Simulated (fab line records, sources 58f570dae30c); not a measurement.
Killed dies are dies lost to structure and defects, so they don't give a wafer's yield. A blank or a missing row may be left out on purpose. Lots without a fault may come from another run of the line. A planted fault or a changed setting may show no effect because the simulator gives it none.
fab line records | flow berkeley_cmos170
record lots=14 wafers=42 last_day=12
route steps=331 shown NWELL@20 ACTIVE@66 V1@258 V2@304
lots that met no fault: from a run of the same line without faults
start_h: hours from the record's first day to the start of the lot's first wafer shown | wait_h: hours since the lot's step before | " the same as in the row above | L1.1+2: a row that stands for several wafers | - no value, or no start given | * or withheld: withheld | < > ~ a bound
route shown NAME@n: a module of which the file shows steps, and the number in the route of the first | usual: mean/standard deviation of fault-free wafers | same: alike in all rows | chamber/n: place in a boat | sites: the reading at each site | _std_site: their standard deviation | _edge_site: outer sites' mean less inner sites' | radius_mm: how far each site lies from the wafer's centre | mask NAME#n: copy n | behind: the tool/chamber that last shaped the wafer | hold: why the lot was held/for how many hours/how that ended | device: the transistor (n, p or np) that didn't switch | end of line: the same wafers' tests at the end of the route | a step without rows: its recipe alone | killed: dies lost to structure and defects at the first sort, not the wafer's yield | map: a wafer's dies, x killed, . not, _ none there
set.NAME: the setting as run; set.NAME@STEP: as run at that earlier step | model.NAME: the simulator's own value behind a step, which no gauge read
steps of the route over a sample of lots; a table a step, a row a wafer
## steps
# step UCB170_NWELL_HMDS_06
# recipe prime_time_s=60 prime_temp_c=100
# usual chill_plate_temp_C=23.01/0.093 prime_temp_c=100.03/0.15
# columns lot.wafer tool chamber start_h wait_h chill_plate_temp_C prime_temp_c
L468.2 litho_track-02 0 30.83 0.1 23.14 100.19
L468.3 " 0 " " 23.08 100.06
L468.6 " 0 " " 23.08 99.97
L469.1 litho_track-03 0 38.92 0.1 23.05 100.24
L469.4 " 0 " " 23.16 100.14
L469.5 " 0 " " 22.95 100.06
L471.1 litho_track-01 0 45.87 0.1 23.03 99.77
L471.2 " 0 " " 23.09 99.80
L471.5 " 0 " " 22.97 100.02
L470.2 litho_track-02 0 45.87 0.1 22.86 100.38
L470.4 " 0 " " 22.93 99.96
L470.5 " 0 " " 22.88 100.08
L474.1 litho_track-03 0 64.84 0.1 23.08 100.09
L474.4 " 0 " " 22.98 100.19
L474.5 " 0 " " 23.07 100.07
L475.3 litho_track-01 0 65.23 0.4 22.81 99.86
L475.4 " 0 " " 22.93 100.00
L475.6 " 0 " " 22.97 99.79
L476.1 litho_track-01 0 75.55 0.1 22.96 100.11
L476.3 " 0 " " 22.86 100.15
L476.4 " 0 " " 22.93 100.11
L478.1 litho_track-01 0 82.89 0.1 23.02 100.32
L478.3 " 0 " " 23.10 100.05
L478.5 " 0 " " 23.16 100.19
L479.2 litho_track-02 0 91.82 0.3 23.03 100.09
L479.3 " 0 " " 23.00 100.07
L479.5 " 0 " " 23.08 100.09
L480.3 litho_track-01 0 91.85 0.4 22.95 99.94
L480.4 " 0 " " 23.07 99.95
L480.5 " 0 " " 22.88 99.97
L481.1 litho_track-03 0 101.30 0.2 23.14 99.69
L481.2 " 0 " " 22.91 100.08
L481.3 " 0 " " 23.02 99.76
L482.2 litho_track-03 0 105.39 0.1 23.11 99.90
L482.3 " 0 " " 23.05 99.79
L482.6 " 0 " " 22.99 99.79
L489.1 litho_track-01 0 138.19 0.1 22.95 97.77
L489.3 " 0 " " 23.05 97.87
L489.5 " 0 " " 23.19 97.71
L491.2 litho_track-01 0 148.91 0.1 22.99 97.73
L491.3 " 0 " " 23.05 97.82
L491.6 " 0 " " 22.97 97.99
# step UCB170_ACTIVE_THK_MEAS_06
# recipe reads=Si3N4_of_ACTIVE_CVD_05
# usual ACTIVE_NITRIDE_THK=218.0/2.3
# columns lot.wafer tool chamber start_h wait_h ACTIVE_NITRIDE_THK[nm]
L469.1 film_metro-02 - 83.99 0.0 216.7
L469.4 " - " " 216.6
L469.5 " - " " 218.0
L468.2 film_metro-03 - 84.00 0.0 222.3
L468.3 " - " " 219.9
L468.6 " - " " 219.9
L471.1 film_metro-03 - 92.69 0.0 222.1
L471.2 " - " " 221.6
L471.5 " - " " 219.4
L470.2 film_metro-01 - 92.70 0.0 217.8
L470.4 " - " " 219.7
L470.5 " - " " 217.7
L474.1 film_metro-01 - 116.74 0.0 221.0
L474.4 " - " " 220.9
L474.5 " - " " 220.1
L475.3 film_metro-03 - 116.76 0.0 217.8
L475.4 " - " " 216.7
L475.6 " - " " 219.4
L476.1 film_metro-01 - 122.79 0.0 219.9
L476.3 " - " " 219.8
L476.4 " - " " 219.6
L478.1 film_metro-01 - 128.92 0.0 218.7
L478.3 " - " " 217.9
L478.5 " - " " 219.3
L480.3 film_metro-01 - 140.08 0.0 215.6
L480.4 " - " " 217.1
L480.5 " - " " 216.5
L479.2 film_metro-03 - 140.09 0.0 215.4
L479.3 " - " " 214.7
L479.5 " - " " 215.9
L481.1 film_metro-03 - 150.68 0.0 222.0
L481.2 " - " " 223.9
L481.3 " - " " 220.7
L482.2 film_metro-03 - 154.39 0.0 219.6
L482.3 " - " " 220.4
L482.6 " - " " 218.1
L489.1 film_metro-03 - 190.12 0.0 218.8
L489.3 " - " " 220.4
L489.5 " - " " 219.9
L491.2 film_metro-01 - 196.63 0.0 218.6
L491.3 " - " " 219.7
L491.6 " - " " 218.5
# step UCB170_V1_THK_MEAS_04
# recipe reads=SiO2_of_V1_CVD_00
# usual V1_POLISHED_THK=999.7/1.2
# columns lot.wafer tool chamber start_h wait_h V1_POLISHED_THK[nm]
L468.2 film_metro-01 - 161.59 0.1 999.0
L468.3 " - " " 999.1
L468.6 " - " " 1000.0
L469.1 film_metro-02 - 161.88 0.1 999.0
L469.4 " - " " 998.4
L469.5 " - " " 998.5
L471.1 film_metro-04 - 168.81 0.1 998.8
L471.2 " - " " 999.5
L471.5 " - " " 999.5
L470.2 film_metro-02 - 168.82 0.1 998.0
L470.4 " - " " 998.4
L470.5 " - " " 999.3
L474.1 film_metro-01 - 193.13 0.1 1001.1
L474.4 " - " " 999.6
L474.5 " - " " 1000.4
L475.3 film_metro-04 - 193.15 0.1 1000.8
L475.4 " - " " 1000.6
L475.6 " - " " 1000.7
L476.1 film_metro-01 - 200.22 0.1 998.7
L476.3 " - " " 999.0
L476.4 " - " " 999.5
L478.1 film_metro-04 - 213.28 0.1 999.2
L478.3 " - " " 998.6
L478.5 " - " " 998.0
L479.2 film_metro-04 - 222.58 0.1 1000.2
L479.3 " - " " 998.8
L479.5 " - " " 1000.9
L480.3 film_metro-02 - 222.59 0.1 1000.1
L480.4 " - " " 1002.3
L480.5 " - " " 999.0
L481.1 film_metro-02 - 229.44 0.1 998.0
L481.2 " - " " 1000.3
L481.3 " - " " 997.0
L482.2 film_metro-02 - 239.51 0.1 999.8
L482.3 " - " " 999.4
L482.6 " - " " 1000.3
L489.1 film_metro-02 - 268.52 0.1 1002.2
L489.3 " - " " 999.9
L489.5 " - " " 1000.3
L491.2 film_metro-02 - 268.83 0.1 999.5
L491.3 " - " " 1001.5
L491.6 " - " " 1001.0
# step UCB170_V2_CD_MEAS_12
# recipe target_cd_nm=700
# usual cd_nm=699.9/1.2
# columns lot.wafer tool chamber start_h wait_h cd_nm
L468.2 cd_sem-01 - 170.50 - 699.9
L468.3 " - " " 699.9
L468.6 " - " " 699.7
L469.1 cd_sem-02 - 170.72 - 700.4
L469.4 " - " " 699.1
L469.5 " - " " 700.1
L470.2 cd_sem-02 - 177.00 - 701.2
L470.4 " - " " 701.0
L470.5 " - " " 699.3
L471.1 cd_sem-02 - 177.94 - 701.7
L471.2 " - " " 701.2
L471.5 " - " " 700.5
L475.3 cd_sem-02 - 201.02 - 697.9
L475.4 " - " " 699.1
L475.6 " - " " 699.4
L474.1 cd_sem-01 - 201.09 - 697.7
L474.4 " - " " 699.0
L474.5 " - " " 698.7
L476.1 cd_sem-01 - 210.29 - 699.6
L476.3 " - " " 700.1
L476.4 " - " " 700.2
L478.1 cd_sem-02 - 220.56 - 699.2
L478.3 " - " " 700.1
L478.5 " - " " 699.2
L479.2 cd_sem-01 - 230.24 - 699.7
L479.3 " - " " 699.6
L479.5 " - " " 699.9
L480.3 cd_sem-02 - 230.59 - 700.0
L480.4 " - " " 700.0
L480.5 " - " " 700.8
L481.1 cd_sem-02 - 236.21 - 701.9
L481.2 " - " " 699.6
L481.3 " - " " 700.4
L482.2 cd_sem-02 - 248.37 - 700.1
L482.3 " - " " 699.2
L482.6 " - " " 697.1
L489.1 cd_sem-01 - 275.93 - 699.5
L489.3 " - " " 698.4
L489.5 " - " " 698.0
L491.2 cd_sem-02 - 276.23 - 701.4
L491.3 " - " " 700.3
L491.6 " - " " 699.8
## key
first_sign step=UCB170_NWELL_HMDS_06 reading=prime_temp_c direction=down sigmas=15 usual=* struck=*
effect none on later readings
met_at UCB170_NWELL_HMDS_06
struck_lots L489,L491
tester_left_out L489,L491
not_acting_at UCB170_ACTIVE_THK_MEAS_06,UCB170_V1_THK_MEAS_04,UCB170_V2_CD_MEAS_12
onset_between 91.85 138.19
fault kind=process_parameter_drift tool=litho_track-01 chamber=- onset_h=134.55 steps=UCB170_NWELL_HMDS_06 channel=prime_temp_c offset=* shape=step end_h=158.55 acts_in=* stated=*
# tester_left_out: of these lots the tester's yield and bins aren't shown, on N5 and GAA mostly nor the transistor test; their killed dies are dies lost to structure and defects alone, not to doping, threshold or leakage, so they don't give the yield
